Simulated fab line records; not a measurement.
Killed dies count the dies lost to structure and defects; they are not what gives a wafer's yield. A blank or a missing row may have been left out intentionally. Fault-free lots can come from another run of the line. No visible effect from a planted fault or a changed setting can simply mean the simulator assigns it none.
fab line records    flow rit-cmos
record lots=6  wafers=18  last-day=7
route steps=202 shown CONTACT@172 M1@184
lots that met no fault: taken from a fault-free run of the same line
start-h: the number of hours between the record's first day and the start of the first shown wafer of the lot    wait-h: hours since the lot's step before    " the same as in the row above    L1.1+2: a row that stands for several wafers    - either no value or no given start    * or withheld: withheld    < > ~ a bound
route shown NAME@n: NAME is a module with steps in the file, n the number in the route of the first one    usual: average and standard deviation across the fault-free wafers    same: alike in all rows    chamber/n: place in a boat    sites: per-site readings    _std_site: the standard deviation of these    _edge_site: mean of outer sites minus mean of inner sites    radius-mm: for every site, how far away it sits from the centre of the wafer    mask NAME#n: copy n    behind: tool/chamber where the wafer was last shaped    hold: the reason the lot was held/the length of the hold in hours/how it ended    device: names the non-switching transistor (n, p or np)    end of line: tests run on the same wafers once the route is complete    a step with no rows: only its recipe    killed: the dies lost at the first sort to structure and to defects; this is not the yield of the wafer    map: a wafer's dies, x killed, . not, _ none there
set.NAME: the setting as run; set.NAME@STEP: as run at that earlier step    model.NAME: the simulator's own value behind a step, which no gauge read
lots at selected steps of the route; one table per step, one row per wafer
services: a tool's chamber out of use, with start hour (start-h, from the record's first day; less than 0 if before it), hours out, and reason
## steps
# step RIT_CONTACT_SOFTBAKE_04
# recipe resist=NOVOLAK  temp-c=90  time-s=60
# step RIT_CONTACT_EXPOSE_05
# recipe mask-id=M11  na=0.6  source-shape=conventional  sigma-outer=0.5  target-cd-nm=1000  dose-mj=250
# step RIT_CONTACT_PEB_06
# recipe resist=NOVOLAK  temp-c=withheld  time-s=withheld
# step RIT_CONTACT_DEVELOP_07
# recipe resist=NOVOLAK  develop-time-s=120  dev-temp-c=23
# step RIT_CONTACT_CD_MEAS_08
# recipe target-cd-nm=1000
# usual cd-nm=1000.2/2.2
lot.wafer  tool       chamber  start-h  wait-h  cd-nm
L638.3     cd-sem-02  -        67.61    -       1001.7
L638.5     "          -        "        "       1001.1
L638.6     "          -        "        "       1001.4
L642.2     cd-sem-01  -        82.41    -       1000.1
L642.3     "          -        "        "       1000.1
L642.6     "          -        "        "       998.9
L651.1     cd-sem-01  -        127.75   -       1001.7
L651.3     "          -        "        "       1000.8
L651.4     "          -        "        "       1001.1
L652.1     cd-sem-01  -        132.68   -       1000.4
L652.3     "          -        "        "       1002.5
L652.4     "          -        "        "       1000.9
L653.2     cd-sem-01  -        137.04   -       1004.2
L653.4     "          -        "        "       1003.0
L653.5     "          -        "        "       1005.5
L656.3     cd-sem-01  -        152.41   -       998.1
L656.4     "          -        "        "       999.5
L656.6     "          -        "        "       998.7
# step RIT_CONTACT_OVL_MEAS_09
# usual CONTACT_OVL=-1.0/1.6
lot.wafer  tool        chamber  start-h  wait-h  CONTACT_OVL[nm]
L638.3     overlay-01  -        67.70    0.1     -2.2
L638.5     "           -        "        "       -0.8
L638.6     "           -        "        "       -1.9
L642.2     overlay-02  -        82.51    0.1     -0.9
L642.3     "           -        "        "       -1.0
L642.6     "           -        "        "       -1.4
L651.1     overlay-01  -        127.87   0.1     -0.1
L651.3     "           -        "        "       1.6
L651.4     "           -        "        "       0.6
L652.1     overlay-01  -        132.80   0.1     -2.7
L652.3     "           -        "        "       -1.1
L652.4     "           -        "        "       -3.1
L653.2     overlay-02  -        137.15   0.1     0.3
L653.4     "           -        "        "       0.9
L653.5     "           -        "        "       0.8
L656.3     overlay-02  -        152.51   0.1     0.8
L656.4     "           -        "        "       0.4
L656.6     "           -        "        "       0.5
# step RIT_CONTACT_HARDBAKE_10
# recipe resist=NOVOLAK  temp-c=140  time-s=60
# step RIT_CONTACT_ETCH_11
# recipe target-depth-a=4800  over-etch-frac=0.2  stop-on=TiSi2  chemistry=CHF3/CF4/Ar  target=SiO2  CHF3_flow_sccm=50  cf4-flow-sccm=10  Ar_flow_sccm=100  O2_flow_sccm=5  pressure-mtorr=100  rf-w=200  time-s=320
# usual drypump-motor-current-A=5.8/0.59  oes-product-au=0.994/0.016  throttle-valve-pct=8.83/0.11
lot.wafer  tool         chamber  start-h  wait-h  drypump-motor-current-A  oes-product-au  rf-hours-counter-h  throttle-valve-pct
L638.3     rie-diel-04  1        67.87    0.1     6.6                      1.000           141                 8.81
L638.5     "            2        "        "       5.8                      0.984           -                   8.65
L638.6     "            3        "        "       5.6                      1.025           -                   8.76
L642.2     rie-diel-02  0        82.69    0.1     4.9                      0.971           140                 8.69
L642.3     "            1        "        "       6.5                      1.012           31                  8.94
L642.6     "            3        "        "       5.7                      0.973           -                   8.88
L651.1     rie-diel-04  3        128.06   0.1     5.6                      1.014           100                 8.76
L651.3     "            2        "        "       5.8                      0.977           30                  8.64
L651.4     "            3        "        "       5.6                      1.019           -                   8.77
L652.1     rie-diel-02  0        132.99   0.1     4.9                      0.975           141                 8.69
L652.3     "            3        "        "       5.7                      0.966           8                   8.89
L652.4     "            2        "        "       6.3                      1.004           51                  8.93
L653.2     rie-diel-01  1        137.33   0.1     5.3                      0.983           26                  8.76
L653.4     "            3        "        "       5.2                      0.985           85                  9.05
L653.5     "            2        "        "       6.2                      1.002           -                   8.91
L656.3     rie-diel-02  2        152.68   0.1     6.3                      1.007           51                  8.94
L656.4     "            3        "        "       5.7                      0.972           8                   8.89
L656.6     "            3        "        "       5.7                      0.966           -                   8.89
# step RIT_CONTACT_STRIP_12
# recipe chemistry=O2  time-s=187.2  resist=NOVOLAK  platen-temp-c=withheld  power-w=500  pressure-mtorr=4000  o2-flow-sccm=4000
# usual drypump-motor-current-A=5.7/0.32
lot.wafer  tool             chamber  start-h  wait-h  drypump-motor-current-A  rf-hours-counter-h
L638.3     plasma-asher-01  1        68.13    0.2     6.2                      -
L638.5     "                1        "        "       6.2                      -
L638.6     "                0        "        "       5.4                      -
L642.2     plasma-asher-03  1        82.89    0.1     5.4                      47
L642.3     "                1        "        "       5.4                      -
L642.6     "                1        "        "       5.4                      -
L651.1     plasma-asher-01  0        128.25   0.1     5.4                      48
L651.3     "                1        "        "       6.2                      -
L651.4     "                0        "        "       5.4                      -
L652.1     plasma-asher-03  0        133.18   0.1     5.8                      52
L652.3     "                1        "        "       5.4                      -
L652.4     "                0        "        "       5.9                      -
L653.2     plasma-asher-03  1        137.53   0.1     5.4                      53
L653.4     "                0        "        "       5.8                      -
L653.5     "                1        "        "       5.5                      -
L656.3     plasma-asher-02  0        152.93   0.2     5.3                      -
L656.4     "                1        "        "       5.7                      -
L656.6     "                1        "        "       5.7                      -
# step RIT_CONTACT_CD_MEAS_90
# recipe target-cd-nm=1000
# usual cd-nm=1000.2/2.2
lot.wafer  tool       chamber  start-h  wait-h  cd-nm
L638.3     cd-sem-02  -        68.28    0.1     1001.8
L638.5     "          -        "        "       1001.2
L638.6     "          -        "        "       1001.1
L642.2     cd-sem-02  -        83.08    0.1     1000.8
L642.3     "          -        "        "       1000.2
L642.6     "          -        "        "       998.9
L651.1     cd-sem-02  -        128.43   0.1     1001.6
L651.3     "          -        "        "       1001.3
L651.4     "          -        "        "       1000.8
L652.1     cd-sem-02  -        133.36   0.1     1000.6
L652.3     "          -        "        "       1003.0
L652.4     "          -        "        "       1000.4
L653.2     cd-sem-01  -        137.72   0.1     1003.8
L653.4     "          -        "        "       1002.8
L653.5     "          -        "        "       1005.2
L656.3     cd-sem-02  -        153.09   0.1     998.5
L656.4     "          -        "        "       999.7
L656.6     "          -        "        "       998.8
# step RIT_CONTACT_CLEAN_13
# recipe chemistry=SC1  mix=3:3:50  time-s=600  temp-c=75
# step RIT_CONTACT_CLEAN_14
# recipe chemistry=SC2  mix=3:3:50  time-s=600  temp-c=75  dry=n2-spin
# step RIT_M1_SPUTTER_00
# recipe material=Al  target-thk-nm=400  power-w=2000  chamber-pressure-pa=0.4  gas=Ar  time-s=500  substrate-temp-c=25
# usual throttle-valve-pct=29.5/0.67
lot.wafer  tool            chamber  start-h  wait-h  throttle-valve-pct
L638.3     pvd-sputter-01  -        68.71    0.0     30.1
L638.5     "               -        "        "       29.3
L638.6     "               -        "        "       29.7
L642.2     pvd-sputter-03  -        83.53    0.0     28.1
L642.3     "               -        "        "       29.5
L642.6     "               -        "        "       29.8
L651.1     pvd-sputter-01  -        128.91   0.0     30.1
L651.3     "               -        "        "       28.8
L651.4     "               -        "        "       29.4
L652.1     pvd-sputter-03  -        133.83   0.0     28.0
L652.3     "               -        "        "       29.5
L652.4     "               -        "        "       29.6
L653.2     pvd-sputter-01  -        138.19   0.0     28.6
L653.4     "               -        "        "       29.8
L653.5     "               -        "        "       28.9
L656.3     pvd-sputter-03  -        153.52   0.0     29.6
L656.4     "               -        "        "       28.2
L656.6     "               -        "        "       29.8
# step RIT_M1_RS_MEAS_01
# recipe thk-meas-gauge=four-point-probe  reads=Al_of_M1_SPUTTER_00
# usual M1_AL_RS=0.0732/0.00068
lot.wafer  tool           chamber  start-h  wait-h  M1_AL_RS[ohm/sq]
L638.3     film-metro-04  -        69.05    0.2     0.0742
L638.5     "              -        "        "       0.0738
L638.6     "              -        "        "       0.0739
L642.2     film-metro-02  -        83.85    0.2     0.0727
L642.3     "              -        "        "       0.0729
L642.6     "              -        "        "       0.0726
L651.1     film-metro-03  -        129.21   0.1     0.0750
L651.3     "              -        "        "       0.0738
L651.4     "              -        "        "       0.0735
L652.1     film-metro-02  -        134.12   0.1     0.0730
L652.3     "              -        "        "       0.0739
L652.4     "              -        "        "       0.0732
L653.2     film-metro-02  -        138.50   0.2     0.0731
L653.4     "              -        "        "       0.0723
L653.5     "              -        "        "       0.0732
L656.3     film-metro-02  -        153.85   0.2     0.0732
L656.4     "              -        "        "       0.0726
L656.6     "              -        "        "       0.0732
# step RIT_M1_THK_MEAS_02
# recipe thk-meas-gauge=xrf  reads=Al_of_M1_SPUTTER_00
# usual M1_AL_THK=400/4
lot.wafer  tool           chamber  start-h  wait-h  M1_AL_THK[nm]
L638.3     film-metro-04  -        69.15    0.1     396
L638.5     "              -        "        "       398
L638.6     "              -        "        "       399
L642.2     film-metro-02  -        83.96    0.1     399
L642.3     "              -        "        "       400
L642.6     "              -        "        "       402
L651.1     film-metro-03  -        129.33   0.1     394
L651.3     "              -        "        "       400
L651.4     "              -        "        "       401
L652.1     film-metro-02  -        134.24   0.1     402
L652.3     "              -        "        "       396
L652.4     "              -        "        "       398
L653.2     film-metro-02  -        138.61   0.1     399
L653.4     "              -        "        "       402
L653.5     "              -        "        "       398
L656.3     film-metro-02  -        153.95   0.1     398
L656.4     "              -        "        "       399
L656.6     "              -        "        "       397
# step RIT_M1_HMDS_03
# recipe prime-time-s=60  prime-temp-c=140
# step RIT_M1_COAT_04
# recipe resist=NOVOLAK  spin-rpm=2000  resist-thk-nm=1317
# step RIT_M1_SOFTBAKE_05
# recipe resist=NOVOLAK  temp-c=90  time-s=60
# step RIT_M1_EXPOSE_06
# recipe mask-id=M12  na=0.6  source-shape=conventional  sigma-outer=0.5  target-cd-nm=2600  dose-mj=250
# step RIT_M1_PEB_07
# recipe resist=NOVOLAK  temp-c=withheld  time-s=withheld
# step RIT_M1_DEVELOP_08
# recipe resist=NOVOLAK  develop-time-s=68  dev-temp-c=23
# step RIT_M1_CD_MEAS_09
# recipe target-cd-nm=2600
# usual cd-nm=2599.6/2.1
lot.wafer  tool       chamber  start-h  wait-h  cd-nm
L638.3     cd-sem-01  -        70.23    -       2597.2
L638.5     "          -        "        "       2598.0
L638.6     "          -        "        "       2596.5
L642.2     cd-sem-01  -        84.91    -       2598.5
L642.3     "          -        "        "       2600.8
L642.6     "          -        "        "       2599.1
L651.1     cd-sem-01  -        130.27   -       2600.3
L651.3     "          -        "        "       2601.4
L651.4     "          -        "        "       2601.0
L652.1     cd-sem-01  -        135.31   -       2596.9
L652.3     "          -        "        "       2598.2
L652.4     "          -        "        "       2594.9
L653.2     cd-sem-02  -        139.56   -       2601.2
L653.4     "          -        "        "       2601.9
L653.5     "          -        "        "       2602.6
L656.3     cd-sem-02  -        154.91   -       2600.3
L656.4     "          -        "        "       2601.5
L656.6     "          -        "        "       2602.6
# step RIT_M1_OVL_MEAS_10
# usual M1_OVL=0.4/1.3
lot.wafer  tool        chamber  start-h  wait-h  M1_OVL[nm]
L638.3     overlay-01  -        70.33    0.1     -0.4
L638.5     "           -        "        "       0.3
L638.6     "           -        "        "       0.5
L642.2     overlay-02  -        85.01    0.1     -1.9
L642.3     "           -        "        "       -1.1
L642.6     "           -        "        "       -0.5
L651.1     overlay-01  -        130.39   0.1     0.2
L651.3     "           -        "        "       -0.3
L651.4     "           -        "        "       -1.5
L652.1     overlay-02  -        135.43   0.1     1.6
L652.3     "           -        "        "       -0.2
L652.4     "           -        "        "       1.2
L653.2     overlay-02  -        139.67   0.1     1.6
L653.4     "           -        "        "       2.3
L653.5     "           -        "        "       1.6
L656.3     overlay-02  -        155.01   0.1     -0.2
L656.4     "           -        "        "       0.1
L656.6     "           -        "        "       0.1
# step RIT_M1_HARDBAKE_11
# recipe resist=NOVOLAK  temp-c=140  time-s=120
# step RIT_M1_METAL_ETCH_12
# recipe stop-on=SiO2  chemistry=Cl2/BCl3  target=Al  time-s=165  over-etch-frac=0.5  pressure-mtorr=100  target-depth-a=6000  rf-w=250  Cl2_flow_sccm=60  bcl3-flow-sccm=50
# usual drypump-motor-current-A=5.8/0.61  oes-product-au=0.780/0.011  throttle-valve-pct=8.39/0.12
lot.wafer  tool          chamber  start-h  wait-h  drypump-motor-current-A  oes-product-au  rf-hours-counter-h  throttle-valve-pct
L638.3     rie-metal-04  1        70.65    0.2     6.0                      0.795           -                   8.16
L638.5     "             0        "        "       6.5                      0.777           -                   8.37
L638.6     "             1        "        "       6.0                      0.792           -                   8.14
L642.2     rie-metal-03  0        85.29    0.2     5.2                      0.775           2.9                 8.45
L642.3     "             0        "        "       5.2                      0.772           -                   8.43
L642.6     "             0        "        "       5.2                      0.781           -                   8.45
L651.1     rie-metal-03  1        130.83   0.2     5.1                      0.766           3.1                 8.50
L651.3     "             1        "        "       5.1                      0.764           -                   8.50
L651.4     "             0        "        "       5.2                      0.774           -                   8.42
L652.1     rie-metal-01  1        135.71   0.2     6.6                      0.789           1.8                 8.49
L652.3     "             0        "        "       5.7                      0.764           -                   8.29
L652.4     "             1        "        "       6.6                      0.780           -                   8.47
L653.2     rie-metal-04  0        139.95   0.2     6.5                      0.782           4.3                 8.38
L653.4     "             0        "        "       6.6                      0.785           -                   8.39
L653.5     "             0        "        "       6.6                      0.779           -                   8.38
L656.3     rie-metal-04  0        155.33   0.2     6.5                      0.778           -                   8.40
L656.4     "             1        "        "       6.0                      0.804           -                   8.16
L656.6     "             0        "        "       6.5                      0.775           -                   8.40
# step RIT_M1_STRIP_13
# recipe chemistry=nmp  resist=NOVOLAK  temp-c=80  time-s=600  dry=n2-spin
# step RIT_M1_STRIP_14
# recipe chemistry=O2  time-s=180  platen-temp-c=withheld  power-w=500  pressure-mtorr=4000  o2-flow-sccm=4000
# usual drypump-motor-current-A=5.4/0.33
lot.wafer  tool             chamber  start-h  wait-h  drypump-motor-current-A  rf-hours-counter-h
L638.3     plasma-asher-04  1        71.00    0.1     5.6                      -
L638.5     "                0        "        "       4.9                      -
L638.6     "                1        "        "       5.6                      -
L642.2     plasma-asher-04  0        85.64    0.0     4.9                      29
L642.3     "                0        "        "       4.9                      -
L642.6     "                0        "        "       4.9                      -
L651.1     plasma-asher-03  0        131.17   0.0     5.8                      52
L651.3     "                1        "        "       5.4                      -
L651.4     "                0        "        "       5.8                      -
L652.1     plasma-asher-04  0        136.10   0.0     4.9                      35
L652.3     "                1        "        "       5.6                      -
L652.4     "                0        "        "       4.9                      -
L653.2     plasma-asher-03  1        140.28   0.0     5.4                      53
L653.4     "                0        "        "       5.8                      -
L653.5     "                0        "        "       5.9                      -
L656.3     plasma-asher-03  1        155.69   0.1     5.4                      -
L656.4     "                0        "        "       5.8                      -
L656.6     "                1        "        "       5.4                      -
# step RIT_M1_CD_MEAS_90
# recipe target-cd-nm=2600
# usual cd-nm=2600.3/2.4
lot.wafer  tool       chamber  start-h  wait-h  cd-nm
L638.3     cd-sem-01  -        71.15    0.1     2596.3
L638.5     "          -        "        "       2598.0
L638.6     "          -        "        "       2597.1
L642.2     cd-sem-01  -        85.84    0.1     2599.1
L642.3     "          -        "        "       2601.1
L642.6     "          -        "        "       2598.4
L651.1     cd-sem-01  -        131.35   0.1     2600.9
L651.3     "          -        "        "       2600.9
L651.4     "          -        "        "       2601.6
L652.1     cd-sem-02  -        136.28   0.1     2596.1
L652.3     "          -        "        "       2599.5
L652.4     "          -        "        "       2594.5
L653.2     cd-sem-02  -        140.48   0.1     2602.8
L653.4     "          -        "        "       2602.8
L653.5     "          -        "        "       2604.1
L656.3     cd-sem-02  -        155.85   0.1     2600.9
L656.4     "          -        "        "       2599.6
L656.6     "          -        "        "       2602.3
# step RIT_M1_ANNEAL_15
# recipe temp-c=446.8  time-s=1800  ambient=forming_gas_H2N2
# step RIT_M1_BOW_MEAS_16
# recipe mode=bow
# usual M1_BOW=16/6.8
lot.wafer  tool           chamber  start-h  wait-h  M1_BOW[um]
L638.3     film-metro-04  -        72.77    0.0     21
L638.5     "              -        "        "       12
L638.6     "              -        "        "       24
L642.2     film-metro-03  -        87.46    0.0     21
L642.3     "              -        "        "       3
L642.6     "              -        "        "       14
L651.1     film-metro-02  -        132.97   0.0     17
L651.3     "              -        "        "       27
L651.4     "              -        "        "       7
L652.1     film-metro-03  -        137.90   0.0     16
L652.3     "              -        "        "       6
L652.4     "              -        "        "       7
L653.2     film-metro-02  -        142.10   0.0     15
L653.4     "              -        "        "       5
L653.5     "              -        "        "       5
L656.3     film-metro-03  -        157.47   0.0     25
L656.4     "              -        "        "       22
L656.6     "              -        "        "       17
# step RIT_M1_PROBE_99
# usual defect-limited-yield=97.3/1.1  killed_at_M0_to_M3=0.0/0.083  killed-at-front-end=7.1/2.8  killed-dies=7.2/2.8  killed-on-rim=1.8/1.4  killed-open=3.6/2.1  killed-short=3.6/1.9  sort_bin_3_pad_short=0.2/0.25  sort_bin_5_function=1.6/0.78  sort_bin_6_memory=1.0/0.65  sort-n-pass=256.8/2.8  sort-yield-pct=97.3/1.1
# same gross-dies=264  killed_at_M4_up=0  killed-at-back-side=0  killed-at-contacts=0  killed-at-other=0
lot.wafer  tool       chamber  start-h  wait-h  defect-limited-yield[%]  killed_at_M0_to_M3  killed-at-front-end  killed-dies  killed-on-rim  killed-open  killed-short  sort_bin_3_pad_short[%]  sort_bin_5_function[%]  sort_bin_6_memory[%]  sort-n-pass  sort-yield-pct[%]  model.etest.tester.sort-n-pass  model.etest.tester.sort-yield-pct  model.etest.tester.sort_bin_5_pct  model.etest.tester.sort_bin_3_pct
L638.3     prober-01  -        72.95    0.2     97.7                     0                   6                    6            3              1            5             0                        1.5                     0.8                   258.0        97.7               258                             97.73                              1.515                              0
L638.5     prober-01  -        73.05    0.2     98.5                     0                   4                    4            3              4            0             0                        0.8                     0.8                   260.0        98.5               260                             98.48                              0.7576                             0
L638.6     prober-01  -        73.10    0.2     96.2                     0                   10                   10           3              4            6             0.4                      3.0                     0.4                   254.0        96.2               254                             96.21                              3.03                               0.3788
L642.2     prober-01  -        87.61    0.1     98.5                     0                   4                    4            1              1            3             0                        0.4                     1.1                   260.0        98.5               260                             98.48                              0.3788                             0
L642.3     prober-01  -        87.66    0.2     98.9                     0                   3                    3            1              2            1             0                        0.4                     0.8                   261.0        98.9               261                             98.86                              0.3788                             0
L642.6     prober-01  -        87.81    0.2     98.5                     0                   4                    4            1              2            2             0                        1.1                     0.4                   260.0        98.5               260                             98.48                              1.136                              0
L651.1     prober-01  -        133.09   0.1     98.1                     0                   5                    5            2              1            4             0                        0.8                     1.1                   259.0        98.1               259                             98.11                              0.7576                             0
L651.3     prober-01  -        133.19   0.2     91.3                     17                  6                    23           11             6            0             1.5                      6.1                     1.1                   241.0        91.3               241                             91.29                              6.061                              1.515
L651.4     prober-01  -        133.24   0.2     96.2                     0                   10                   10           2              4            6             0.4                      1.9                     1.5                   254.0        96.2               254                             96.21                              1.894                              0.3788
L652.1     prober-02  -        138.02   0.1     98.9                     0                   3                    3            1              3            0             0                        1.1                     0                     261.0        98.9               261                             98.86                              1.136                              0
L652.3     prober-02  -        138.12   0.2     98.5                     0                   4                    4            2              0            4             0.4                      0.8                     0.4                   260.0        98.5               260                             98.48                              0.7576                             0.3788
L652.4     prober-02  -        138.17   0.2     97.3                     0                   7                    7            1              2            5             0.4                      1.9                     0.4                   257.0        97.3               257                             97.35                              1.894                              0.3788
L653.2     prober-01  -        142.25   0.1     92.0                     17                  4                    21           10             3            1             2.3                      4.5                     1.1                   243.0        92.0               243                             92.05                              4.545                              2.273
L653.4     prober-01  -        142.35   0.2     95.8                     0                   11                   11           5              5            6             0.8                      1.9                     1.5                   253.0        95.8               253                             95.83                              1.894                              0.7576
L653.5     prober-01  -        142.40   0.2     91.3                     14                  9                    23           9              5            4             3.0                      5.7                     0                     241.0        91.3               241                             91.29                              5.682                              3.03
L656.3     prober-02  -        157.65   0.2     97.3                     0                   7                    7            1              4            3             0                        1.9                     0.8                   257.0        97.3               257                             97.35                              1.894                              0
L656.4     prober-02  -        157.70   0.2     97.7                     0                   6                    6            1              5            1             0                        1.1                     1.1                   258.0        97.7               258                             97.73                              1.136                              0
L656.6     prober-02  -        157.80   0.2     96.6                     0                   9                    9            4              4            5             0.4                      1.9                     1.1                   255.0        96.6               255                             96.59                              1.894                              0.3788
# killed by level:class
L638.3 FOX1:geometric-particle:short=2 GATE:geometric-particle:short=2 FOX1:geometric-particle:open=1 REOX:geometric-particle:short=1
L638.5 FOX1:geometric-particle:open=2 GATE:geometric-particle:open=1 SPACER:geometric-particle:open=1
L638.6 GATE:geometric-particle:open=3 REOX:geometric-particle:short=2 SILICIDE:geometric-particle:short=2 GATE:geometric-particle:short=1 REOX:geometric-particle:open=1 SPACER:geometric-particle:short=1
L642.2 REOX:geometric-particle:short=2 GATE:geometric-particle:open=1 GATE:geometric-particle:short=1
L642.3 FOX1:geometric-particle:open=1 FOX1:geometric-particle:short=1 GATE:geometric-particle:open=1
L642.6 FOX1:geometric-particle:short=2 FOX2:geometric-particle:open=1 GATE:geometric-particle:open=1
L651.1 GATE:geometric-particle:short=2 FOX2:geometric-particle:short=1 GATE:geometric-particle:open=1 REOX:geometric-particle:short=1
L651.3 M1:unspecified=17 ACTIVE:geometric-particle:open=2 SILICIDE:geometric-particle:open=2 FOX1:geometric-particle:open=1 GATE:geometric-particle:open=1
L651.4 GATE:geometric-particle:open=4 GATE:geometric-particle:short=2 SPACER:geometric-particle:short=2 FOX1:geometric-particle:short=1 REOX:geometric-particle:short=1
L652.1 FOX1:geometric-particle:open=1 SPACER:geometric-particle:open=1 SILICIDE:geometric-particle:open=1
L652.3 FOX1:geometric-particle:short=1 REOX:geometric-particle:short=1 SPACER:geometric-particle:short=1 SILICIDE:geometric-particle:short=1
L652.4 FOX1:geometric-particle:short=2 FOX1:geometric-particle:open=1 GATE:geometric-particle:open=1 REOX:geometric-particle:short=1 SPACER:geometric-particle:short=1 SILICIDE:geometric-particle:short=1
L653.2 M1:unspecified=17 FOX1:geometric-particle:short=1 FOX1:geometric-particle:open=1 FOX2:geometric-particle:open=1 GATE:geometric-particle:open=1
L653.4 FOX2:geometric-particle:short=3 GATE:geometric-particle:open=2 FOX1:geometric-particle:open=1 FOX2:geometric-particle:open=1 GATE:geometric-particle:short=1 REOX:geometric-particle:short=1 SILICIDE:geometric-particle:open=1 SILICIDE:geometric-particle:short=1
L653.5 M1:unspecified=14 GATE:geometric-particle:open=3 SPACER:geometric-particle:short=2 FOX2:geometric-particle:short=1 GATE:geometric-particle:short=1 REOX:geometric-particle:open=1 SPACER:geometric-particle:open=1
L656.3 GATE:geometric-particle:open=2 SILICIDE:geometric-particle:open=2 FOX2:geometric-particle:short=1 SPACER:geometric-particle:short=1 SILICIDE:geometric-particle:short=1
L656.4 SILICIDE:geometric-particle:open=3 SPACER:geometric-particle:open=2 FOX2:geometric-particle:short=1
L656.6 FOX2:geometric-particle:short=2 REOX:geometric-particle:open=2 SPACER:geometric-particle:short=2 FOX1:geometric-particle:short=1 FOX2:geometric-particle:open=1 GATE:geometric-particle:open=1
# map L651.3 (x killed, . not)
________......._______
_____...........x.____
____...........xxxx___
___..............xxx__
__...............xxxx_
__.........x.x....xxx_
_.................x.x.
_.....................
_.....................
_x....................
__.........x........._
__..................._
___.....x...........__
____...............___
_____............x____
________......._______
# map L653.5 (x killed, . not)
________......._______
_____..x..........____
____............xxx___
___.............xxxx__
__..............xxxxx_
__.x...............xx_
_..x............x.xx..
_.....................
_......x..............
_............x........
__..................._
__..................._
___.................__
____.............x.___
_____.............____
________......._______
## services
tool             chamber  start-h  hours  kind
rie-metal-01     0        45.13    21.1   repair
rie-diel-04      2        46.93    6.5    repair
rie-diel-01      -        49.81    14.6   pm
plasma-asher-04  -        55.52    12.9   repair
plasma-asher-01  -        61.46    1.8    repair
rie-metal-03     1        70.34    12.5   repair
rie-metal-01     0        72.75    5.4    repair
rie-diel-02      3        86.45    1.7    repair
rie-diel-04      1        93.59    5.7    repair
rie-diel-02      3        96.32    2.8    repair
plasma-asher-03  -        96.68    6.2    repair
plasma-asher-02  -        108.75   9.0    pm
plasma-asher-02  0        108.75   9.0    vent-cycle
plasma-asher-02  1        108.75   9.0    vent-cycle
rie-diel-04      0        115.14   22.4   repair
plasma-asher-02  0        117.75   -      clean
plasma-asher-02  1        117.75   -      clean
rie-diel-01      3        118.27   4.3    repair
rie-diel-02      0        120.36   8.5    repair
plasma-asher-01  -        128.92   8.7    repair
plasma-asher-03  -        147.66   7.8    repair
## key
first-sign step=RIT_M1_PROBE_99  reading=killed_at_M0_to_M3  direction=up  sigmas=16  usual=0.0  struck=16
effect step=RIT_M1_PROBE_99  reading=sort_bin_3_pad_short  direction=up  sigmas=5.6  usual=0.2  struck=2.3
model-effect step=RIT_M1_PROBE_99  value=etest.tester.sort-n-pass  without=257.7  struck=241.7
met-at RIT_M1_SPUTTER_00
struck-wafers L651.3,L653.2,L653.5
fault kind=chamber-particle-source  tool=pvd-sputter-01  chamber=-  onset-h=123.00  steps=RIT_M1_SPUTTER_00  rate-per-visit-cm2=1.3887  end-h=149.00  scope=struck-wafers-only
